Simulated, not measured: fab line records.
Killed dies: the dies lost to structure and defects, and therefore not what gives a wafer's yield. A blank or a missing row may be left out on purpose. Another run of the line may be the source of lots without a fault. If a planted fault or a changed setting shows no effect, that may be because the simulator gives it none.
Struck lot and sound lot, side by side :: flow rit_cmos :: 31 out of 202 route steps
Sound: the wafers L708.2, L708.4, L708.5. Struck: wafer L717.5 (left out: L717.2, L717.3 of the same lot, which were not struck); the cause appears at the end.
For every step that has rows: the tool of each side, followed by ch and its chambers, followed by its first start. Under that, the readings that differ: sound wafers :: struck wafers :: difference of the means :: sigmas: that difference in standard deviations of wafers without a fault.
alike: readings whose means differ by less than 2 such deviations, and words and numbers that are the same on both sides. not compared: withheld readings, readings that some wafer has no value for, bounds like >300 that may hide the same value, and numbers for which the record gives no deviation and whose values overlap.
The two part at a step that has a row with sigmas, a row that says differs or no value, or rows on one side only. When numbers do not overlap yet have no deviation, they are printed without sigmas and do not part them. A reading missing from all wafers of one side parts the sides only when that side holds two or more wafers.

first, 4 steps without rows for these wafers: RIT_CONTACT_SOFTBAKE_04 (time 60 s); RIT_CONTACT_EXPOSE_05 (exposes mask M11, target cd 1000 nm); RIT_CONTACT_PEB_06; RIT_CONTACT_DEVELOP_07 (develop time 120 s).
RIT_CONTACT_CD_MEAS_08: the cd target is 1000 nm.
  struck on cd_sem-02, day 5 13:34; sound on cd_sem-02, day 3 15:43
  alike: cd_nm
RIT_CONTACT_OVL_MEAS_09:
  struck on overlay-01, day 5 13:40; sound on overlay-02, day 3 15:49
  alike: CONTACT_OVL
then, 1 step without rows for these wafers: RIT_CONTACT_HARDBAKE_10 (time 60 s).
RIT_CONTACT_ETCH_11: etches SiO2 in CHF3/CF4/Ar, stops on TiSi2, target depth 480 nm, time 320 s.
  sound on rie_diel-01 ch 0,1, day 3 16:00; struck on rie_diel-03 ch 2, day 5 13:51
  alike: drypump_motor_current_A, oes_product_au, throttle_valve_pct
  not compared: rf_hours_counter_h
RIT_CONTACT_STRIP_12: strips in O2, time 180 s.
  sound on plasma_asher-03 ch 0,1, day 3 16:12; struck on plasma_asher-01 ch 0, day 5 14:03
  alike: drypump_motor_current_A, rf_refl_power_W
  not compared: rf_hours_counter_h
RIT_CONTACT_CD_MEAS_90: the cd target is 1000 nm.
  struck on cd_sem-01, day 5 14:14; sound on cd_sem-01, day 3 16:23
  alike: cd_nm
then, 2 steps without rows for these wafers: RIT_CONTACT_CLEAN_13 (cleans in SC1, time 600 s); RIT_CONTACT_CLEAN_14 (cleans in SC2, time 600 s).
RIT_M1_SPUTTER_00: material Al, target thk 400 nm, time 500 s.
  struck on pvd_sputter-02, day 5 14:41; sound on pvd_sputter-04, day 3 16:52
  alike: throttle_valve_pct
RIT_M1_RS_MEAS_01: the measuring method here is four-point-probe.
  struck on film_metro-01, day 5 15:01; sound on film_metro-02, day 3 17:10
reading: M1_AL_RS (ohm/sq)
sound: 0.0764 0.0764 0.0767
struck: 0.0748
difference: -0.0017
sigmas: -2
RIT_M1_THK_MEAS_02: measures by xrf.
  struck on film_metro-01, day 5 15:07; sound on film_metro-02, day 3 17:17
reading: M1_AL_THK (nm)
sound: 378 378 377
struck: 393
difference: +15
sigmas: +3
then, 6 steps without rows for these wafers: RIT_M1_HMDS_03 (prime time 60 s); RIT_M1_COAT_04 (resist thk 1300 nm); RIT_M1_SOFTBAKE_05 (time 60 s); RIT_M1_EXPOSE_06 (exposes mask M12, target cd 2600 nm); RIT_M1_PEB_07; RIT_M1_DEVELOP_08 (develop time 65.25 s).
RIT_M1_CD_MEAS_09: the cd target is 2600 nm.
  struck on cd_sem-02, day 5 16:04; sound on cd_sem-02, day 3 18:14
  alike: cd_nm
RIT_M1_OVL_MEAS_10:
  struck on overlay-01, day 5 16:10; sound on overlay-02, day 3 18:20
  alike: M1_OVL
then, 1 step without rows for these wafers: RIT_M1_HARDBAKE_11 (time 120 s).
RIT_M1_METAL_ETCH_12: etches Al in Cl2/BCl3, stops on SiO2, time 165 s, target depth 600 nm.
  sound on rie_metal-03 ch 0,1, day 3 18:37; struck on rie_metal-03 ch 1, day 5 16:41
  alike: drypump_motor_current_A, oes_product_au, throttle_valve_pct
  not compared: rf_hours_counter_h
then, 1 step without rows for these wafers: RIT_M1_STRIP_13 (strips in nmp, time 600 s).
RIT_M1_STRIP_14: strips in O2, time 180 s.
  sound on plasma_asher-04 ch 0,1, day 3 18:58; struck on plasma_asher-01 ch 1, day 5 17:02
  alike: drypump_motor_current_A, rf_refl_power_W
  not compared: rf_hours_counter_h
RIT_M1_CD_MEAS_90: the cd target is 2600 nm.
  struck on cd_sem-01, day 5 17:13; sound on cd_sem-01, day 3 19:10
  alike: cd_nm
then, 1 step without rows for these wafers: RIT_M1_ANNEAL_15 (time 1800 s).
RIT_M1_BOW_MEAS_16:
  struck on film_metro-04, day 5 19:29; sound on film_metro-01, day 3 21:07
  alike: M1_BOW
RIT_M1_PROBE_99:
  struck on prober-01, day 5 19:47; sound on prober-02, day 3 21:16
reading: hold
sound: - - -
struck: await_dispo/9.7h/release
difference: no value on the sound wafers
sigmas: 

reading: defect_limited_yield (%)
sound: 98.9 95.8 97.0
struck: 87.1
difference: -10.1
sigmas: -8

reading: killed_at_M0_to_M3
sound: 0 0 0
struck: 34
difference: +34
sigmas: +99 or more

reading: killed_at_front_end
sound: 3 11 8
struck: 0
difference: -7
sigmas: -2

reading: killed_dies
sound: 3 11 8
struck: 34
difference: +27
sigmas: +8

reading: killed_on_rim
sound: 1 2 3
struck: 10
difference: +8
sigmas: +7

reading: sort_bin_3_pad_short (%)
sound: 0.4 0.4 0
struck: 5.3
difference: +5.0
sigmas: +25

reading: sort_bin_5_function (%)
sound: 0.8 1.9 2.7
struck: 6.1
difference: +4.3
sigmas: +5

reading: sort_n_pass
sound: 261 253 256
struck: 230
difference: -27
sigmas: -8

reading: sort_yield_pct (%)
sound: 98.9 95.8 97.0
struck: 87.1
difference: -10.1
sigmas: -8

reading: model.etest.tester.sort_n_pass
sound: 261 253 256
struck: 230
difference: -27
sigmas: 

reading: model.etest.tester.sort_yield_pct (%)
sound: 98.86 95.83 96.97
struck: 87.12
difference: -10.10
sigmas: 

reading: model.etest.tester.sort_bin_5_pct (%)
sound: 0.7576 1.894 2.652
struck: 6.061
difference: +4.293
sigmas: 

reading: model.etest.tester.sort_bin_3_pct (%)
sound: 0.3788 0.3788 0
struck: 5.303
difference: +5.050
sigmas: 
  alike: killed_at_contacts, killed_open, killed_short, sort_bin_6_memory

== WHERE THEY PART ==
Earliest at RIT_M1_RS_MEAS_01; latest, in this record, at RIT_M1_PROBE_99.

WHY: what had been put in by the simulator
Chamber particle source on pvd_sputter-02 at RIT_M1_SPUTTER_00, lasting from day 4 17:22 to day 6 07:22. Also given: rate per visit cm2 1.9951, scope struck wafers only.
